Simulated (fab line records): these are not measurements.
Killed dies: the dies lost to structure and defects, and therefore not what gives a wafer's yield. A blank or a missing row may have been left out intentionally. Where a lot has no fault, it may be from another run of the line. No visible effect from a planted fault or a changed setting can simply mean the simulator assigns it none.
The tool behind it: which one? ; flow rit_cmos ; 10 lots with 30 wafers sampled at 5 steps, on a route of 202 steps

WHAT THE GAUGES READ, wafer by wafer
RIT_ACTIVE_BOW_MEAS_00. Usual: INCOMING_BOW 0 um, standard deviation 6.6.
lot;measured;on;INCOMING_BOW (um);flag
L633;day 1 10:04;film_metro-04;4 12 1;
L634;day 1 15:01;film_metro-02;-15 -5 -6;
L635;day 1 20:00;film_metro-02;8 -2 10;
L636;day 2 01:02;film_metro-02;-12 -13 0;
L637;day 2 06:00;film_metro-03;-4 10 1;
L638;day 2 11:01;film_metro-02;3 0 9;
L639;day 2 16:01;film_metro-04;-7 4 -2;
L641;day 3 02:00;film_metro-02;-11 -12 -1;
L644;day 3 17:01;film_metro-02;-5 12 6;
L646;day 4 03:00;film_metro-03;3 16 8;

RIT_WELLDRIVE_RS_MEAS_02: uses a four-point probe to measure. Usual: PWELL_RS 429.2 ohm/sq, standard deviation 1.5.
lot;measured;on;PWELL_RS (ohm/sq);flag
L633;day 2 07:52;film_metro-04;428.4 428.5 428.4;
L634;day 2 14:46;film_metro-04;426.6 426.8 426.5;
L635;day 2 19:50;film_metro-04;428.1 427.8 428.1;
L636;day 2 20:27;film_metro-01;430.5 432.7 431.5;
L637;day 3 03:58;film_metro-02;428.4 429.2 430.3;
L638;day 3 09:17;film_metro-01;431.1 431.7 430.6;
L639;day 3 14:25;film_metro-01;431.0 429.3 429.7;
L641;day 3 23:07;film_metro-01;428.8 428.9 428.2;
L644;day 4 13:01;film_metro-02;428.2 428.2 427.3;
L646;day 4 23:10;film_metro-01;429.1 428.8 430.4;

RIT_GATE_THK_MEAS_09. Usual: GATE_POLY_THK 250.9 nm, standard deviation 2.2.
lot;measured;on;GATE_POLY_THK (nm);flag
L633;day 2 16:55;film_metro-03;250.7 251.8 251.7;
L634;day 3 00:44;film_metro-03;251.3 252.8 251.2;
L635;day 3 03:38;film_metro-04;247.7 246.3 246.2;
L636;day 3 03:46;film_metro-01;251.6 248.3 250.4;
L637;day 3 16:12;film_metro-03;248.3 251.3 250.7;
L638;day 3 17:50;film_metro-01;249.0 249.6 250.0;
L639;day 3 23:23;film_metro-04;250.0 251.8 249.5;
L641;day 4 06:59;film_metro-03;253.5 254.5 253.3;
L644;day 4 23:26;film_metro-04;198.7 199.0 200.7;OFF
L646;day 5 07:23;film_metro-03;252.8 251.4 252.1;

TOOL THAT RAN EACH LOT (tool first, then ch and the chambers of the sampled wafers, then the start)
lot;RIT_ACTIVE_STRIP_14;RIT_GATE_CVD_08
L633;plasma_asher-03 ch 0,1, day 1 16:43;lpcvd-01 ch 0, day 2 15:16
L634;plasma_asher-04 ch 0,1, day 1 21:54;lpcvd-02 ch 0, day 2 22:18
L635;plasma_asher-04 ch 0,1, day 2 02:15;lpcvd-01 ch 0, day 3 02:01
L636;plasma_asher-01 ch 0,1, day 2 06:48;lpcvd-02 ch 0, day 3 02:08
L637;plasma_asher-03 ch 0,1, day 2 11:13;lpcvd-02 ch 1, day 3 14:35
L638;plasma_asher-03 ch 0,1, day 2 16:26;lpcvd-02 ch 0, day 3 16:12
L639;plasma_asher-04 ch 0,1, day 2 23:44;lpcvd-02 ch 1, day 3 21:45
L641;plasma_asher-01 ch 0,1, day 3 06:59;lpcvd-01 ch 1, day 4 05:22
L644;plasma_asher-01 ch 0,1, day 3 21:58;lpcvd-02 ch 0, day 4 21:49
L646;plasma_asher-04 ch 1, day 4 08:02;lpcvd-01 ch 1, day 5 05:46
- RIT_ACTIVE_STRIP_14: strips in O2, time 180 s.
- RIT_GATE_CVD_08: deposits poly-Si from SiH4, target thk 250 nm, time 2220 s.

AS READ BY THE TOOLS THEMSELVES (means over the sampled wafers that have a number; for cases with no such wafer, the mark the record gives instead)
RIT_ACTIVE_STRIP_14. Usual: 5.70 A for drypump_motor_current_A, sd 0.27.
lot;tool;drypump_motor_current_A (A);flag
L633;plasma_asher-03;5.70;
L634;plasma_asher-04;5.91;
L635;plasma_asher-04;5.73;
L636;plasma_asher-01;5.38;
L637;plasma_asher-03;5.68;
L638;plasma_asher-03;5.84;
L639;plasma_asher-04;5.74;
L641;plasma_asher-01;5.46;
L644;plasma_asher-01;5.46;
L646;plasma_asher-04;6.09;

RIT_GATE_CVD_08. Usual: spike_tc_centre_C 611.8 C, standard deviation 1.7; spike_tc_load_C 633.0 C, standard deviation 2.2; spike_tc_source_C 631.5 C, standard deviation 1.5; zone_power_source_pct 12.8 %, standard deviation 0.41.
lot;tool;spike_tc_centre_C (C);spike_tc_load_C (C);spike_tc_source_C (C);zone_power_source_pct (%);flag
L633;lpcvd-01;610.2;634.0;631.1;12.8;
L634;lpcvd-02;613.7;629.5;629.9;13.3;
L635;lpcvd-01;609.8;635.2;631.3;12.7;
L636;lpcvd-02;611.7;630.2;630.1;13.2;
L637;lpcvd-02;611.9;634.6;632.7;12.5;
L638;lpcvd-02;614.9;630.7;630.7;13.3;
L639;lpcvd-02;612.6;634.3;632.7;12.6;
L641;lpcvd-01;611.4;634.6;631.8;12.1;
L644;lpcvd-02;604.5;621.1;619.5;12.8;OFF
L646;lpcvd-01;611.6;634.5;631.8;12.0;

THE ANSWER, worked out from the rows above alone
Rule: lot off if the mean of its wafers having a number is beyond 3 standard deviations from the usual mean. A lot without any number at a reading at which 4 lots or more have one is off too. Any other lot the step has rows for is counted as sound. First the gauges in route order, then the tools' own readings, where a lot's mean is used as printed above. The first step at which some lot is off is used, and at that step the reading that is off furthest; a lot without a number counts as furthest.
Off: L644, at RIT_GATE_THK_MEAS_09 (GATE_POLY_THK).
A tool fits if, at a process step before that reading, it ran every lot that is off, and no sound lot after the first of them. The gauges at RIT_GATE_THK_MEAS_09 aren't tried: what is off there is off at RIT_GATE_CVD_08 too, on other tools, and a gauge's error can't cause that. 2 tools fit, plasma_asher-01 at RIT_ACTIVE_STRIP_14 and lpcvd-02 at RIT_GATE_CVD_08, so this cannot tell which one it is.

WHAT THE SIMULATOR HAD PUT IN
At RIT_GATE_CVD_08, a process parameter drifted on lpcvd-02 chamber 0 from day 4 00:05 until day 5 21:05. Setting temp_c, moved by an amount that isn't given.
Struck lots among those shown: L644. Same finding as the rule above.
